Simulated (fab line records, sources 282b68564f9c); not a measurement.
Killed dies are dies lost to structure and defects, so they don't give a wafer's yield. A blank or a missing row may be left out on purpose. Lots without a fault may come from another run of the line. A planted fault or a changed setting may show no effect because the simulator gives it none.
Which tool did it? | flow rit_cmos | 13 lots, 39 wafers sampled, at 4 steps of a route of 202

WHAT THE GAUGES READ, wafer by wafer
RIT_NRETRO_OVL_MEAS_06. Usual: NRETRO_OVL -1.4 nm, standard deviation 1.1.
lot  | measured    | on         | NRETRO_OVL (nm) | flag
L619 | day 2 15:08 | overlay-02 | -2.5 -2.8 -2.1  |
L620 | day 2 23:49 | overlay-02 | -3.4 -3.2 -2.5  |
L621 | day 3 02:39 | overlay-02 | -3.0 -2.8 -3.2  |
L623 | day 3 15:23 | overlay-01 | -0.5 -0.2 -1.3  |
L624 | day 3 17:56 | overlay-02 | - - -           | OFF
L625 | day 3 22:55 | overlay-01 | -1.5 -1.1 0.2   |
L632 | day 5 09:28 | overlay-01 | -3.3 -2.5 -2.9  |
L633 | day 5 14:14 | overlay-01 | -0.3 -1.0 -0.5  |
L634 | day 5 19:30 | overlay-02 | -1.4 0.2 0.9    |
L635 | day 6 01:02 | overlay-01 | -1.0 -2.8 -1.5  |
L636 | day 6 06:14 | overlay-01 | -0.5 -0.3 1.7   |
L637 | day 6 11:49 | overlay-01 | -2.9 -0.8 -2.5  |
L639 | day 6 20:28 | overlay-02 | 0.4 -1.5 -1.2   |

RIT_NRETRO_TW_MEAS_10. Usual: NRETRO_TW 1047, standard deviation 7.6.
lot  | measured    | on            | NRETRO_TW      | flag
L619 | day 2 15:45 | film_metro-03 | 1045 1053 1047 |
L620 | day 3 00:26 | film_metro-02 | 1042 1048 1046 |
L621 | day 3 03:16 | film_metro-03 | 1052 1052 1047 |
L623 | day 3 15:59 | film_metro-02 | 1037 1040 1043 |
L624 | day 3 18:33 | film_metro-02 | 30 30 30       | OFF
L625 | day 3 23:32 | film_metro-02 | 1039 1033 1036 |
L632 | day 5 10:05 | film_metro-02 | 1041 1039 1042 |
L633 | day 5 14:52 | film_metro-02 | 1048 1037 1040 |
L634 | day 5 20:07 | film_metro-04 | 1047 1050 1042 |
L635 | day 6 01:39 | film_metro-02 | 1040 1038 1038 |
L636 | day 6 06:51 | film_metro-03 | 1057 1058 1056 |
L637 | day 6 12:25 | film_metro-03 | 1056 1058 1055 |
L639 | day 6 21:04 | film_metro-04 | 1060 1064 1065 |

RIT_PRETRO_TW_MEAS_10. Usual: PRETRO_TW 474, standard deviation 5.
lot  | measured    | on            | PRETRO_TW      | flag
L619 | day 2 17:20 | film_metro-02 | 477 475 474    |
L620 | day 3 01:59 | film_metro-01 | 465 467 463    |
L621 | day 3 05:01 | film_metro-03 | 479 479 480    |
L623 | day 3 17:32 | film_metro-01 | 469 466 466    |
L624 | day 3 20:06 | film_metro-02 | 1070 1064 1067 | OFF
L625 | day 4 01:13 | film_metro-02 | 473 473 471    |
L632 | day 5 11:46 | film_metro-01 | 467 470 469    |
L633 | day 5 16:25 | film_metro-01 | 468 466 467    |
L634 | day 5 21:47 | film_metro-02 | 476 474 473    |
L635 | day 6 03:20 | film_metro-02 | 472 472 473    |
L636 | day 6 08:34 | film_metro-03 | 481 479 480    |
L637 | day 6 14:06 | film_metro-03 | 481 481 482    |
L639 | day 6 22:45 | film_metro-03 | 481 483 477    |

WHICH TOOL RAN EACH LOT (tool, then ch and the chambers of the sampled wafers, then the start)
lot  | RIT_NRETRO_EXPOSE_03
L619 | iline_stepper-01 ch 0, day 2 14:43
L620 | iline_stepper-02 ch 0, day 2 23:25
L621 | iline_stepper-02 ch 0, day 3 02:14
L623 | iline_stepper-02 ch 0, day 3 14:57
L624 | iline_stepper-02 ch 0, day 3 17:32
L625 | iline_stepper-01 ch 0, day 3 22:29
L632 | iline_stepper-01 ch 0, day 5 09:02
L633 | iline_stepper-02 ch 0, day 5 13:50
L634 | iline_stepper-01 ch 0, day 5 18:49
L635 | iline_stepper-02 ch 0, day 6 00:37
L636 | iline_stepper-02 ch 0, day 6 05:49
L637 | iline_stepper-01 ch 0, day 6 11:23
L639 | iline_stepper-01 ch 0, day 6 20:02
- RIT_NRETRO_EXPOSE_03: exposes mask M4, target cd 43900 nm.

WHAT THE TOOLS THEMSELVES READ (means of the sampled wafers that have a number; where no wafer has one, the mark that the record gives instead)
The record holds no such reading with a usual standard deviation.

THE ANSWER, worked out from the rows above alone
Rule: a lot is off if the mean of its wafers that have a number lies more than 3 standard deviations from the usual mean. A lot without any number at a reading at which 4 lots or more have one is off too. The other lots that the step has rows for count as sound. The gauges are gone through in route order, then the tools' own readings, and for those a lot's mean is taken as printed above. The first step at which some lot is off is used, and at that step the reading that is off furthest; a lot without a number counts as furthest.
Off: L624, at RIT_NRETRO_OVL_MEAS_06 (NRETRO_OVL). Without a number there: L624.
A tool fits if, at a process step before that reading, it ran every lot that is off, and no sound lot after the first of them. The gauges at RIT_NRETRO_OVL_MEAS_06 aren't tried: what is off there is off at RIT_NRETRO_TW_MEAS_10 too, on other tools, and a gauge's error can't cause that. None of those tried fits.

WHAT THE SIMULATOR HAD PUT IN
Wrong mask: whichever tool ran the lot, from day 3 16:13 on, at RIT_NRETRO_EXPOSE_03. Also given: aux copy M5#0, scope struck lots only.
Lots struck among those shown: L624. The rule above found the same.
